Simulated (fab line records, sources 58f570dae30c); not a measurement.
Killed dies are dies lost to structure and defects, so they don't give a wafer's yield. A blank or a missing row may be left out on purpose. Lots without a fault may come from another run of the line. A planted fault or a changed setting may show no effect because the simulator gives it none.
fab line records | flow berkeley_cmos170
record lots=5 wafers=23
route steps=331 shown NLDD@162 SPACER@171 PSD@183 NSD@195 SDANNEAL@204 SILICIDE@211 CONTACT@220
start_h: hours from the record's first day to the start of the lot's first wafer shown | wait_h: hours since the lot's step before | " the same as in the row above | L1.1+2: a row that stands for several wafers | - no value, or no start given | * or withheld: withheld | < > ~ a bound
route shown NAME@n: a module of which the file shows steps, and the number in the route of the first | usual: mean/standard deviation of fault-free wafers | same: alike in all rows | chamber/n: place in a boat | sites: the reading at each site | _std_site: their standard deviation | _edge_site: outer sites' mean less inner sites' | radius_mm: how far each site lies from the wafer's centre | mask NAME#n: copy n | behind: the tool/chamber that last shaped the wafer | hold: why the lot was held/for how many hours/how that ended | device: the transistor (n, p or np) that didn't switch | end of line: the same wafers' tests at the end of the route | a step without rows: its recipe alone | killed: dies lost to structure and defects at the first sort, not the wafer's yield | map: a wafer's dies, x killed, . not, _ none there
set.NAME: the setting as run; set.NAME@STEP: as run at that earlier step | model.NAME: the simulator's own value behind a step, which no gauge read
lots whose settings were changed on purpose; a table a step, a row a wafer
## steps
# step UCB170_NLDD_PEB_04
# recipe peb_temp_c=130 peb_time_s=withheld resist=KrF
# columns lot.wafer tool chamber start_h wait_h set.peb_temp_c
L080.1+2 litho_track-02 0 174.02 0.8 130
L080.4+5+6 " 0 " " 127
L082.2+3+6 litho_track-03 0 189.63 0.4 130
L081.1+2+4 litho_track-03 0 189.88 0.4 132.3
L081.3+6 " 0 " " 130
L084.1+3+4 litho_track-02 0 202.47 0.3 130
L084.2+5 " 0 " " 128.5
L085.1+3 litho_track-03 0 203.11 0.2 126.2
L085.2+4+6 " 0 " " 130
# step UCB170_NLDD_DEVELOP_05
# recipe developer=TMAH develop_time_s=45 resist=KrF dev_temp_c=21
# step UCB170_NLDD_CD_MEAS_06
# recipe target_cd_nm=1200
# usual cd_nm=1199.3/1.3
# columns lot.wafer tool chamber start_h wait_h set.peb_temp_c@NLDD_PEB_04 cd_nm
L080.1 cd_sem-02 - 174.30 - 130 1201.2
L080.2 " - " " 130 1200.5
L080.4 " - " " 127 1178.6
L080.5 " - " " 127 1176.4
L080.6 " - " " 127 1178.2
L082.2 cd_sem-01 - 189.90 - 130 1199.2
L082.3 " - " " 130 1199.1
L082.6 " - " " 130 1199.4
L081.1 cd_sem-02 - 190.15 - 132.3 1212.6
L081.2 " - " " 132.3 1210.7
L081.3 " - " " 130 1198.1
L081.4 " - " " 132.3 1211.7
L081.6 " - " " 130 1198.1
L084.1 cd_sem-01 - 202.74 - 130 1201.9
L084.2 " - " " 128.5 1189.1
L084.3 " - " " 130 1199.8
L084.4 " - " " 130 1201.4
L084.5 " - " " 128.5 1191.1
L085.1 cd_sem-01 - 203.39 - 126.2 1168.8
L085.2 " - " " 130 1197.9
L085.3 " - " " 126.2 1170.0
L085.4 " - " " 130 1199.4
L085.6 " - " " 130 1199.0
# step UCB170_SPACER_CVD_00
# recipe material=SiO2 target_thk_nm=376 temp_c=390 precursor=TEOS/O2 time_s=47 rf_w=550 pressure_mtorr=9000
# columns lot.wafer tool chamber start_h wait_h set.time_s model.SiO2_of_SPACER_CVD_00.thk_nm
L080.1 pecvd-02 2 175.09 0.0 47 373.5
L080.2 " 0 " " 53.11 421.2
L080.4 " 2 " " 53.11 421.6
L080.5 " 1 " " 53.11 427.7
L080.6 " 0 " " 47 379.6
L082.2 pecvd-04 1 190.67 0.0 47 368.3
L082.3 " 0 " " 47 370.4
L082.6 " 1 " " 47 373.6
L081.1 pecvd-01 1 191.19 0.0 47 373.6
L081.2 " 2 " " 47 372.3
L081.3 " 0 " " 47 376.4
L081.4 " 1 " " 47 378.7
L081.6 " 2 " " 47 380.2
L084.1 pecvd-02 1 203.53 0.0 47 371
L084.2 " 2 " " 47 366.3
L084.3 " 1 " " 52.38 422
L084.4 " 2 " " 52.38 422.8
L084.5 " 1 " " 47 379
L085.1 pecvd-04 2 204.18 0.0 47 371.6
L085.2 " 1 " " 47 369.3
L085.3 " 0 " " 47 371.5
L085.4 " 1 " " 47 375.8
L085.6 " 2 " " 47 378.3
# step UCB170_SPACER_THK_MEAS_01
# recipe reads=SiO2_of_SPACER_CVD_00
# usual SPACER_TEOS_THK=376/4.7
# columns lot.wafer tool chamber start_h wait_h set.time_s@SPACER_CVD_00 SPACER_TEOS_THK[nm]
L080.1 film_metro-01 - 175.13 0.0 47 373
L080.2 " - " " 53.11 421
L080.4 " - " " 53.11 422
L080.5 " - " " 53.11 427
L080.6 " - " " 47 380
L082.2 film_metro-04 - 190.72 0.0 47 368
L082.3 " - " " 47 371
L082.6 " - " " 47 374
L081.1 film_metro-01 - 191.24 0.0 47 374
L081.2 " - " " 47 372
L081.3 " - " " 47 376
L081.4 " - " " 47 379
L081.6 " - " " 47 380
L084.1 film_metro-04 - 203.60 0.0 47 371
L084.2 " - " " 47 366
L084.3 " - " " 52.38 422
L084.4 " - " " 52.38 423
L084.5 " - " " 47 379
L085.1 film_metro-01 - 204.23 0.0 47 372
L085.2 " - " " 47 369
L085.3 " - " " 47 372
L085.4 " - " " 47 376
L085.6 " - " " 47 379
# step UCB170_PSD_IMPLANT_08
# recipe species=B dose_cm2=3e+15 energy_kev=20 tilt_deg=7
# columns lot.wafer tool chamber start_h wait_h set.dose_cm2
L080.1+4+6 implanter-03 0 182.94 0.0 3.097e+15
L080.2+5 " 0 " " 3e+15
L082.2+3+6 implanter-03 0 197.86 0.0 3e+15
L081.1+2 implanter-02 0 198.19 0.0 2.781e+15
L081.3+4+6 " 0 " " 3e+15
L084.1+2+4 implanter-02 0 211.42 0.0 3e+15
L084.3+5 " 0 " " 3.082e+15
L085.1+2+6 implanter-01 0 211.70 0.0 2.826e+15
L085.3+4 " 0 " " 3e+15
# step UCB170_PSD_STRIP_09
# recipe chemistry=O2 power_w=400 pressure_mtorr=3500 platen_temp_c=withheld o2_flow_sccm=400 overash_fraction=0.5
# usual strip_time_to_endpoint_s=29.39/0.081
# columns lot.wafer tool chamber start_h wait_h set.dose_cm2@PSD_IMPLANT_08 strip_time_to_endpoint_s
L080.1 plasma_asher-03 1 183.09 0.1 3.097e+15 29.78
L080.2 " 0 " " 3e+15 29.31
L080.4 " 0 " " 3.097e+15 29.76
L080.5 " 1 " " 3e+15 29.32
L080.6 " 0 " " 3.097e+15 29.72
L082.2 plasma_asher-02 1 197.98 0.1 3e+15 29.58
L082.3 " 0 " " 3e+15 29.48
L082.6 " 1 " " 3e+15 29.52
L081.1 plasma_asher-04 0 198.34 0.1 2.781e+15 28.42
L081.2 " 1 " " 2.781e+15 28.40
L081.3 " 0 " " 3e+15 29.25
L081.4 " 1 " " 3e+15 29.28
L081.6 " 1 " " 3e+15 29.21
L084.1 plasma_asher-03 1 211.57 0.1 3e+15 29.33
L084.2 " 0 " " 3e+15 29.37
L084.3 " 1 " " 3.082e+15 29.67
L084.4 " 0 " " 3e+15 29.30
L084.5 " 0 " " 3.082e+15 29.61
L085.1 plasma_asher-02 1 211.85 0.1 2.826e+15 28.80
L085.2 " 0 " " 2.826e+15 28.82
L085.3 " 1 " " 3e+15 29.51
L085.4 " 0 " " 3e+15 29.54
L085.6 " 0 " " 2.826e+15 28.73
# step UCB170_PSD_TW_MEAS_10
# usual PSD_TW=2316/15
# columns lot.wafer tool chamber start_h wait_h set.dose_cm2@PSD_IMPLANT_08 PSD_TW
L080.1 film_metro-03 - 183.19 0.1 3.097e+15 2352
L080.2 " - " " 3e+15 2333
L080.4 " - " " 3.097e+15 2344
L080.5 " - " " 3e+15 2322
L080.6 " - " " 3.097e+15 2367
L082.2 film_metro-03 - 198.09 0.1 3e+15 2327
L082.3 " - " " 3e+15 2339
L082.6 " - " " 3e+15 2338
L081.1 film_metro-04 - 198.45 0.1 2.781e+15 2261
L081.2 " - " " 2.781e+15 2263
L081.3 " - " " 3e+15 2308
L081.4 " - " " 3e+15 2320
L081.6 " - " " 3e+15 2320
L084.1 film_metro-03 - 211.67 0.1 3e+15 2326
L084.2 " - " " 3e+15 2322
L084.3 " - " " 3.082e+15 2349
L084.4 " - " " 3e+15 2315
L084.5 " - " " 3.082e+15 2347
L085.1 film_metro-03 - 211.95 0.1 2.826e+15 2285
L085.2 " - " " 2.826e+15 2291
L085.3 " - " " 3e+15 2345
L085.4 " - " " 3e+15 2335
L085.6 " - " " 2.826e+15 2280
# step UCB170_NSD_IMPLANT_08
# recipe species=P dose_cm2=3e+15 energy_kev=40 tilt_deg=7
# columns lot.wafer tool chamber start_h wait_h set.tilt_deg
L080.1+5+6 implanter-04 0 185.42 0.0 6.601
L080.2+4 " 0 " " 7
L082.2+3+6 implanter-04 0 199.80 0.0 7
L081.1+4+6 implanter-02 0 200.33 0.0 7
L081.2+3 " 0 " " 7.71
L085.1+3+6 implanter-04 0 215.59 0.0 6.702
L085.2+4 " 0 " " 7
L084.1+4 implanter-02 0 216.19 0.0 7.569
L084.2+3+5 " 0 " " 7
# step UCB170_NSD_STRIP_09
# recipe chemistry=O2 power_w=400 pressure_mtorr=3500 platen_temp_c=withheld o2_flow_sccm=400 overash_fraction=0.5
# step UCB170_SDANNEAL_RTA_00
# recipe temp_c=900 time_s=10 ambient=N2
# step UCB170_SDANNEAL_RTA_01
# recipe temp_c=1050 time_s=5 ambient=N2
# step UCB170_SDANNEAL_RS_MEAS_02
# recipe thk_meas_gauge=four-point-probe
# usual PSD_RS=75.6/0.32
# columns lot.wafer tool chamber start_h wait_h set.dose_cm2@PSD_IMPLANT_08 PSD_RS[ohm/sq]
L080.1 film_metro-04 - 187.02 0.0 3.097e+15 73.7
L080.2 " - " " 3e+15 75.8
L080.4 " - " " 3.097e+15 74.0
L080.5 " - " " 3e+15 75.7
L080.6 " - " " 3.097e+15 74.1
L082.2 film_metro-02 - 201.14 0.1 3e+15 75.4
L082.3 " - " " 3e+15 75.6
L082.6 " - " " 3e+15 75.2
L081.1 film_metro-02 - 201.84 0.0 2.781e+15 80.2
L081.2 " - " " 2.781e+15 80.1
L081.3 " - " " 3e+15 75.6
L081.4 " - " " 3e+15 75.5
L081.6 " - " " 3e+15 75.8
L085.1 film_metro-03 - 216.93 0.0 2.826e+15 78.8
L085.2 " - " " 2.826e+15 79.2
L085.3 " - " " 3e+15 75.7
L085.4 " - " " 3e+15 75.5
L085.6 " - " " 2.826e+15 79.2
L084.1 film_metro-02 - 217.54 0.0 3e+15 76.0
L084.2 " - " " 3e+15 76.3
L084.3 " - " " 3.082e+15 74.6
L084.4 " - " " 3e+15 76.4
L084.5 " - " " 3.082e+15 75.0
# step UCB170_SILICIDE_SPUTTER_01
# recipe material=Ti target_thk_nm=30 time_s=25 power_w=1500 chamber_pressure_pa=0.5
# columns lot.wafer tool chamber start_h wait_h set.power_w model.Ti_of_SILICIDE_SPUTTER_01.thk_nm
L080.1 pvd_sputter-02 - 187.57 0.0 1500 30.47
L080.2 " - " " 1500 30.25
L080.4 " - " " 1500 30.52
L080.5 " - " " 1446 29.27
L080.6 " - " " 1446 29.18
L082.2 pvd_sputter-01 - 201.66 0.0 1500 29.79
L082.3 " - " " 1500 29.96
L082.6 " - " " 1500 30.09
L081.1 pvd_sputter-04 - 202.39 0.0 1500 30.28
L081.2 " - " " 1647 33.29
L081.3 " - " " 1500 30.55
L081.4 " - " " 1500 30.26
L081.6 " - " " 1647 33.13
L085.1 pvd_sputter-04 - 217.47 0.0 1391 28.01
L085.2 " - " " 1500 29.92
L085.3 " - " " 1500 30.18
L085.4 " - " " 1500 29.91
L085.6 " - " " 1391 28.29
L084.1 pvd_sputter-02 - 218.09 0.0 1500 29.71
L084.2 " - " " 1500 29.9
L084.3 " - " " 1500 29.58
L084.4 " - " " 1434 28.14
L084.5 " - " " 1434 28.27
# step UCB170_SILICIDE_RS_MEAS_02
# recipe thk_meas_gauge=four-point-probe reads=Ti_of_SILICIDE_SPUTTER_01
# usual SILICIDE_TI_RS=25.95/0.29
# columns lot.wafer tool chamber start_h wait_h set.power_w@SILICIDE_SPUTTER_01 SILICIDE_TI_RS[ohm/sq]
L080.1 film_metro-01 - 187.60 0.0 1500 25.68
L080.2 " - " " 1500 25.86
L080.4 " - " " 1500 25.58
L080.5 " - " " 1446 26.83
L080.6 " - " " 1446 26.90
L082.2 film_metro-01 - 201.71 0.0 1500 26.29
L082.3 " - " " 1500 26.14
L082.6 " - " " 1500 26.00
L081.1 film_metro-03 - 202.42 0.0 1500 25.86
L081.2 " - " " 1647 23.12
L081.3 " - " " 1500 25.59
L081.4 " - " " 1500 25.82
L081.6 " - " " 1647 23.25
L085.1 film_metro-03 - 217.51 0.0 1391 28.32
L085.2 " - " " 1500 26.17
L085.3 " - " " 1500 25.96
L085.4 " - " " 1500 26.18
L085.6 " - " " 1391 28.05
L084.1 film_metro-01 - 218.12 0.0 1500 26.38
L084.2 " - " " 1500 26.20
L084.3 " - " " 1500 26.51
L084.4 " - " " 1434 28.12
L084.5 " - " " 1434 27.98
# step UCB170_SILICIDE_THK_MEAS_03
# recipe thk_meas_gauge=xrf reads=Ti_of_SILICIDE_SPUTTER_01
# usual SILICIDE_TI_THK=30.24/0.29
# columns lot.wafer tool chamber start_h wait_h set.power_w@SILICIDE_SPUTTER_01 SILICIDE_TI_THK[nm]
L080.1 film_metro-01 - 187.72 0.1 1500 30.61
L080.2 " - " " 1500 30.34
L080.4 " - " " 1500 30.75
L080.5 " - " " 1446 29.48
L080.6 " - " " 1446 29.36
L082.2 film_metro-01 - 201.82 0.1 1500 30.06
L082.3 " - " " 1500 30.19
L082.6 " - " " 1500 30.43
L081.1 film_metro-03 - 202.54 0.1 1500 30.27
L081.2 " - " " 1647 33.18
L081.3 " - " " 1500 30.52
L081.4 " - " " 1500 30.18
L081.6 " - " " 1647 33.12
L085.1 film_metro-03 - 217.63 0.1 1391 28.13
L085.2 " - " " 1500 30.11
L085.3 " - " " 1500 30.34
L085.4 " - " " 1500 30.00
L085.6 " - " " 1391 28.45
L084.1 film_metro-01 - 218.24 0.1 1500 29.74
L084.2 " - " " 1500 30.06
L084.3 " - " " 1500 29.53
L084.4 " - " " 1434 28.19
L084.5 " - " " 1434 28.25
# step UCB170_CONTACT_COAT_04
# recipe resist=KrF spin_rpm=1500 resist_thk_nm=900
# columns lot.wafer tool chamber start_h wait_h set.resist_thk_nm model.KrF_of_CONTACT_COAT_04.thk_nm
L080.1+4 litho_track-01 0 192.00 0.1 900 901.3
L080.2 " 0 " " 900 897.5
L080.5 " 0 " " 900 899.8
L080.6 " 0 " " 900 899.7
L082.2+6 litho_track-02 0 204.34 0.1 900 898.8
L082.3 " 0 " " 900 897.4
L081.1 litho_track-03 0 206.71 0.1 900 904.7
L081.2 " 0 " " 876.5 880.7
L081.3 " 0 " " 876.5 878
L081.4 " 0 " " 900 902
L081.6 " 0 " " 876.5 877.8
L085.1 litho_track-02 0 220.92 0.1 875.3 876
L085.2 " 0 " " 875.3 875.5
L085.3 " 0 " " 900 900
L085.4 " 0 " " 875.3 876.4
L085.6 " 0 " " 900 902.1
L084.1 litho_track-01 0 221.16 0.1 939.9 939.3
L084.2 " 0 " " 900 899
L084.3 " 0 " " 900 896.9
L084.4 " 0 " " 939.9 939.7
L084.5 " 0 " " 939.9 939.9
# step UCB170_CONTACT_SOFTBAKE_05
# recipe resist=KrF temp_c=130 time_s=60
# step UCB170_CONTACT_STRIP_06
# recipe chemistry=O2 power_w=400 pressure_mtorr=3500 platen_temp_c=withheld o2_flow_sccm=400 overash_fraction=0.5
# usual strip_time_to_endpoint_s=21.97/0.063
# columns lot.wafer tool chamber start_h wait_h set.resist_thk_nm@CONTACT_COAT_04 strip_time_to_endpoint_s
L080.1 plasma_asher-01 1 192.30 0.1 900 21.99
L080.2 " 0 " " 900 21.90
L080.4 " 1 " " 900 21.99
L080.5 " 0 " " 900 21.96
L080.6 " 1 " " 900 21.96
L082.2 plasma_asher-01 1 204.61 0.1 900 21.93
L082.3 " 1 " " 900 21.90
L082.6 " 0 " " 900 21.94
L081.1 plasma_asher-02 1 207.01 0.1 900 22.08
L081.2 " 0 " " 876.5 21.49
L081.3 " 1 " " 876.5 21.44
L081.4 " 0 " " 900 22.01
L081.6 " 1 " " 876.5 21.43
L085.1 plasma_asher-01 1 221.22 0.1 875.3 21.40
L085.2 " 0 " " 875.3 21.38
L085.3 " 0 " " 900 21.96
L085.4 " 1 " " 875.3 21.39
L085.6 " 1 " " 900 22.02
L084.1 plasma_asher-01 0 221.46 0.1 939.9 22.90
L084.2 " 1 " " 900 21.94
L084.3 " 1 " " 900 21.89
L084.4 " 0 " " 939.9 22.92
L084.5 " 1 " " 939.9 22.91
# step UCB170_CONTACT_PEB_13
# recipe peb_temp_c=130 peb_time_s=withheld resist=KrF
# columns lot.wafer tool chamber start_h wait_h set.peb_temp_c
L080.1+2+5 litho_track-02 0 193.60 0.2 130
L080.4+6 " 0 " " 127.1
L082.2+3+6 litho_track-01 0 206.86 0.9 130
L081.1+2+3 litho_track-02 0 208.78 0.4 130
L081.4+6 " 0 " " 133
L085.1+2+6 litho_track-03 0 222.25 0.1 130
L085.3+4 " 0 " " 132.5
L084.1+2+3+4+5 litho_track-02 0 222.84 0.4 130
# step UCB170_CONTACT_DEVELOP_14
# recipe developer=TMAH develop_time_s=45 resist=KrF dev_temp_c=21
# step UCB170_CONTACT_CD_MEAS_15
# recipe target_cd_nm=700
# usual cd_nm=699.5/1.4
# columns lot.wafer tool chamber start_h wait_h set.peb_temp_c@CONTACT_PEB_13 cd_nm
L080.1 cd_sem-02 - 193.87 - 130 700.1
L080.2 " - " " 130 698.9
L080.4 " - " " 127.1 677.8
L080.5 " - " " 130 699.2
L080.6 " - " " 127.1 677.2
L082.2 cd_sem-02 - 207.13 - 130 696.8
L082.3 " - " " 130 697.5
L082.6 " - " " 130 697.6
L081.1 cd_sem-01 - 209.06 - 130 700.2
L081.2 " - " " 130 700.4
L081.3 " - " " 130 700.8
L081.4 " - " " 133 717.1
L081.6 " - " " 133 717.6
L085.1 cd_sem-01 - 222.53 - 130 700.1
L085.2 " - " " 130 700.2
L085.3 " - " " 132.5 713.9
L085.4 " - " " 132.5 714.2
L085.6 " - " " 130 699.7
L084.1 cd_sem-01 - 223.11 - 130 698.9
L084.2 " - " " 130 698.6
L084.3 " - " " 130 699.4
L084.4 " - " " 130 699.8
L084.5 " - " " 130 700.3
# step UCB170_CONTACT_ETCH_17
# recipe chemistry=N2/H2 target_depth_a=withheld overetch_a=withheld target=BARC time_s=withheld source_w=500 bias_w=100 pressure_mtorr=30 n2_flow_sccm=100 h2_flow_sccm=200
# columns lot.wafer tool chamber start_h wait_h set.peb_temp_c@CONTACT_PEB_13 model.CONTACT.cd_nm
L080.1 rie_diel-04 3 194.03 0.0 130 700.2
L080.2 " 2 " " 130 698.7
L080.4 " 1 " " 127.1 677.3
L080.5 " 1 " " 130 698.9
L080.6 " 0 " " 127.1 677.4
L082.2 rie_diel-03 3 207.26 0.0 130 696.5
L082.3 " 1 " " 130 696.9
L082.6 " 2 " " 130 697.7
L081.1 rie_diel-03 1 209.22 0.0 130 699.2
L081.2 " 0 " " 130 700.8
L081.3 " 3 " " 130 700.3
L081.4 " 2 " " 133 717.1
L081.6 " 2 " " 133 717.4
L085.1 rie_diel-01 3 222.68 0.0 130 700
L085.2 " 1 " " 130 699.5
L085.3 " 0 " " 132.5 714.5
L085.4 " 0 " " 132.5 714.7
L085.6 " 1 " " 130 698.7
L084.1 rie_diel-03 3 223.27 0.0 130 699.2
L084.2 " 2 " " 130 697.9
L084.3 " 1 " " 130 699.3
L084.4 " 2 " " 130 699.9
L084.5 " 1 " " 130 700.4
# step UCB170_CONTACT_ETCH_18
# recipe chemistry=CHF3/CF4/Ar target=PSG stop_on=TiSi2 CHF3_flow_sccm=45 cf4_flow_sccm=15 Ar_flow_sccm=150 pressure_mtorr=200 rf_w=700 target_depth_a=8400 over_etch_frac=0.2 time_s=195
# columns lot.wafer tool chamber start_h wait_h set.peb_temp_c@CONTACT_PEB_13 model.CONTACT.cd_nm
L080.1 rie_diel-04 3 - - 130 699.6
L080.2 " 2 " " 130 698.8
L080.4+6 " 1,0 " " 127.1 677.4
L080.5 " 1 " " 130 698.6
L082.2 rie_diel-03 3 - - 130 696.6
L082.3 " 1 " " 130 697.1
L082.6 " 2 " " 130 697.2
L081.1 rie_diel-03 1 - - 130 699.2
L081.2 " 0 " " 130 701
L081.3 " 3 " " 130 700.2
L081.4 " 2 " " 133 716.5
L081.6 " 2 " " 133 716.7
L085.1 rie_diel-01 3 - - 130 701.4
L085.2 " 1 " " 130 699.4
L085.3 " 0 " " 132.5 713.9
L085.4 " 0 " " 132.5 714.1
L085.6 " 1 " " 130 698.1
L084.1 rie_diel-03 3 - - 130 699.1
L084.2 " 2 " " 130 697.7
L084.3+4 " 1,2 " " 130 699.4
L084.5 " 1 " " 130 700.6
# step UCB170_CONTACT_STRIP_19
# recipe chemistry=O2 power_w=400 pressure_mtorr=3500 platen_temp_c=withheld o2_flow_sccm=400 overash_fraction=0.5
# step UCB170_CONTACT_CD_MEAS_90
# recipe target_cd_nm=700
# usual cd_nm=699.2/1.5
# columns lot.wafer tool chamber start_h wait_h set.peb_temp_c@CONTACT_PEB_13 cd_nm
L080.1 cd_sem-02 - 194.30 0.1 130 699.3
L080.2 " - " " 130 698.8
L080.4 " - " " 127.1 677.1
L080.5 " - " " 130 698.6
L080.6 " - " " 127.1 677.3
L082.2 cd_sem-02 - 207.55 0.1 130 696.7
L082.3 " - " " 130 697.2
L082.6 " - " " 130 697.1
L081.1 cd_sem-01 - 209.48 0.1 130 699.1
L081.2 " - " " 130 701.1
L081.3 " - " " 130 700.0
L081.4 " - " " 133 716.5
L081.6 " - " " 133 716.6
L085.1 cd_sem-02 - 222.95 0.1 130 701.5
L085.2 " - " " 130 699.5
L085.3 " - " " 132.5 713.9
L085.4 " - " " 132.5 714.1
L085.6 " - " " 130 698.1
L084.1 cd_sem-02 - 223.54 0.1 130 699.2
L084.2 " - " " 130 697.7
L084.3 " - " " 130 699.3
L084.4 " - " " 130 699.4
L084.5 " - " " 130 700.2
## key
split step=UCB170_NLDD_PEB_04 setting=peb_temp_c stated=130 by=wafer
response step=UCB170_NLDD_CD_MEAS_06 reading=cd_nm change=+9.58 per=1% r=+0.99
split step=UCB170_SPACER_CVD_00 setting=time_s stated=47 by=wafer
response step=UCB170_SPACER_CVD_00 reading=model.SiO2_of_SPACER_CVD_00.thk_nm change=+3.95 per=1% r=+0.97
response step=UCB170_SPACER_THK_MEAS_01 reading=SPACER_TEOS_THK change=+3.98 per=1% r=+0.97
split step=UCB170_PSD_IMPLANT_08 setting=dose_cm2 stated=3e+15 by=wafer
response step=UCB170_PSD_STRIP_09 reading=strip_time_to_endpoint_s change=* per=1% r=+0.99
response step=UCB170_PSD_TW_MEAS_10 reading=PSD_TW change=+8.33 per=1% r=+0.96
response step=UCB170_SDANNEAL_RS_MEAS_02 reading=PSD_RS change=-0.601 per=1% r=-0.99
split step=UCB170_NSD_IMPLANT_08 setting=tilt_deg stated=7 by=wafer
response none clear
split step=UCB170_SILICIDE_SPUTTER_01 setting=power_w stated=1500 by=wafer
response step=UCB170_SILICIDE_SPUTTER_01 reading=model.Ti_of_SILICIDE_SPUTTER_01.thk_nm change=+0.289 per=1% r=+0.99
response step=UCB170_SILICIDE_RS_MEAS_02 reading=SILICIDE_TI_RS change=-0.287 per=1% r=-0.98
response step=UCB170_SILICIDE_THK_MEAS_03 reading=SILICIDE_TI_THK change=+0.288 per=1% r=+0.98
split step=UCB170_CONTACT_COAT_04 setting=resist_thk_nm stated=900 by=wafer
response step=UCB170_CONTACT_COAT_04 reading=model.KrF_of_CONTACT_COAT_04.thk_nm change=+9.35 per=1% r=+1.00
response step=UCB170_CONTACT_STRIP_06 reading=strip_time_to_endpoint_s change=* per=1% r=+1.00
split step=UCB170_CONTACT_PEB_13 setting=peb_temp_c stated=130 by=wafer
response step=UCB170_CONTACT_CD_MEAS_15 reading=cd_nm change=+8.2 per=1% r=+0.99
response step=UCB170_CONTACT_ETCH_17 reading=model.CONTACT.cd_nm change=+8.39 per=1% r=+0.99
response step=UCB170_CONTACT_ETCH_18 reading=model.CONTACT.cd_nm change=+8.13 per=1% r=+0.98
response step=UCB170_CONTACT_CD_MEAS_90 reading=cd_nm change=+8.14 per=1% r=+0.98
